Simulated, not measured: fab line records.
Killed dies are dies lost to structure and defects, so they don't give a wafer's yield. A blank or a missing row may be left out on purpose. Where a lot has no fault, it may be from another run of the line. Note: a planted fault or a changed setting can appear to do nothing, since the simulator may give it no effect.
Shared-tool check | flow berkeleyCmos170 | 14 lots, 42 wafers sampled

## WHAT PROMPTED THE OPENING
UCB170_M3_RS_MEAS_02, reading M3_AL_RS: flagged on 2 of 14 lots. Wafers without a fault read 0.0311 ohm/sq, standard deviation 0.00036.
Rule: a lot gets a flag if all its wafers with a number sit over 4 standard deviations from that mean, or if no wafer of it has a number. The other lots count as sound.

lot  | measured     | on           | M3_AL_RS (ohm/sq), wafer by wafer | flag
L666 | day 8 08:40  | filmMetro-01 | 0.0309 0.0310 0.0317              | 
L665 | day 8 21:04  | filmMetro-03 | 0.0312 0.0315 0.0309              | 
L667 | day 8 22:30  | filmMetro-02 | 0.0311 0.0312 0.0314              | 
L668 | day 8 23:20  | filmMetro-01 | 0.0309 0.0313 0.0311              | 
L669 | day 9 22:31  | filmMetro-03 | 0.0304 0.0301 0.0306              | 
L673 | day 10 17:23 | filmMetro-03 | 0.0309 0.0311 0.0312              | 
L675 | day 10 17:57 | filmMetro-02 | 0.0304 0.0302 0.0309              | 
L676 | day 11 22:26 | filmMetro-02 | 0.0314 0.0312 0.0314              | 
L681 | day 12 15:01 | filmMetro-02 | 0.0342 0.0340 0.0343              | FLAGGED
L682 | day 13 05:41 | filmMetro-03 | 0.0335 0.0338 0.0338              | FLAGGED
L685 | day 13 06:49 | filmMetro-03 | 0.0306 0.0309 0.0311              | 
L683 | day 13 06:58 | filmMetro-02 | 0.0310 0.0308 0.0309              | 
L686 | day 13 10:38 | filmMetro-01 | 0.0314 0.0312 0.0313              | 
L687 | day 13 10:53 | filmMetro-03 | 0.0308 0.0304 0.0302              | 
The mean of the flagged lots' numbers is 0.0339 ohm/sq, +0.0028 ohm/sq from the usual (+8 standard deviations).

## WHICH TOOL EACH LOT WENT THROUGH
The record holds 1 process step before the reading, out of a route of 331 steps. In each cell: the tool, then ch and the chambers that the sampled wafers went through, then the start.
lot  | flag    | UCB170_M3_SPUTTER_01
L666 |         | pvdSputter-03, day 8 08:33
L665 |         | pvdSputter-02, day 8 20:56
L667 |         | pvdSputter-01, day 8 22:25
L668 |         | pvdSputter-03, day 8 23:16
L669 |         | pvdSputter-03, day 9 22:25
L673 |         | pvdSputter-01, day 10 17:16
L675 |         | pvdSputter-03, day 10 17:50
L676 |         | pvdSputter-02, day 11 22:21
L681 | FLAGGED | pvdSputter-02, day 12 14:55
L682 | FLAGGED | pvdSputter-02, day 13 05:37
L685 |         | pvdSputter-01, day 13 06:42
L683 |         | pvdSputter-03, day 13 06:53
L686 |         | pvdSputter-01, day 13 10:32
L687 |         | pvdSputter-03, day 13 10:49
These steps, and what they do:
- UCB170_M3_SPUTTER_01: material Al, target thk 900 nm, time 120 s.
- UCB170_M3_RS_MEAS_02: measures by four-point-probe.

## FLAGGED AGAINST TOTAL, ONE TOOL AT A TIME (gauges that did the reading follow at the end)
step                 | tool          | lots run | flagged | share of the flagged lots | sound lots run after its first flagged lot
UCB170_M3_SPUTTER_01 | pvdSputter-01 | 4        | 0       | none                      | -
UCB170_M3_SPUTTER_01 | pvdSputter-02 | 4        | 2       | all                       | 0
UCB170_M3_SPUTTER_01 | pvdSputter-03 | 6        | 0       | none                      | -
UCB170_M3_RS_MEAS_02 | filmMetro-01  | 3        | 0       | none                      | -
UCB170_M3_RS_MEAS_02 | filmMetro-02  | 5        | 1       | some                      | 1 (L683)
UCB170_M3_RS_MEAS_02 | filmMetro-03  | 6        | 1       | some                      | 2 (L685,L687)

## WHAT THE TABLE ALLOWS
All flagged lots share 1 row of the table, namely pvdSputter-02 at UCB170_M3_SPUTTER_01.
- pvdSputter-02 at UCB170_M3_SPUTTER_01 ran 4 lots, 2 of them flagged. Its last sound lot is L676 (day 11 22:21), its first flagged lot L681 (day 12 14:55): a fault that began between those two fits.
Just one tool remains: pvdSputter-02 at UCB170_M3_SPUTTER_01.

## WHAT THE SIMULATOR HAD PUT IN
Site profile drift: pvdSputter-02, from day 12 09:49 on, at UCB170_M3_SPUTTER_01. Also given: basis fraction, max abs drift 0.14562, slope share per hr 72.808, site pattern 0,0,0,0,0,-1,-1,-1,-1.
Struck lots among those shown: L681, L682. This agrees with what the rule above found.
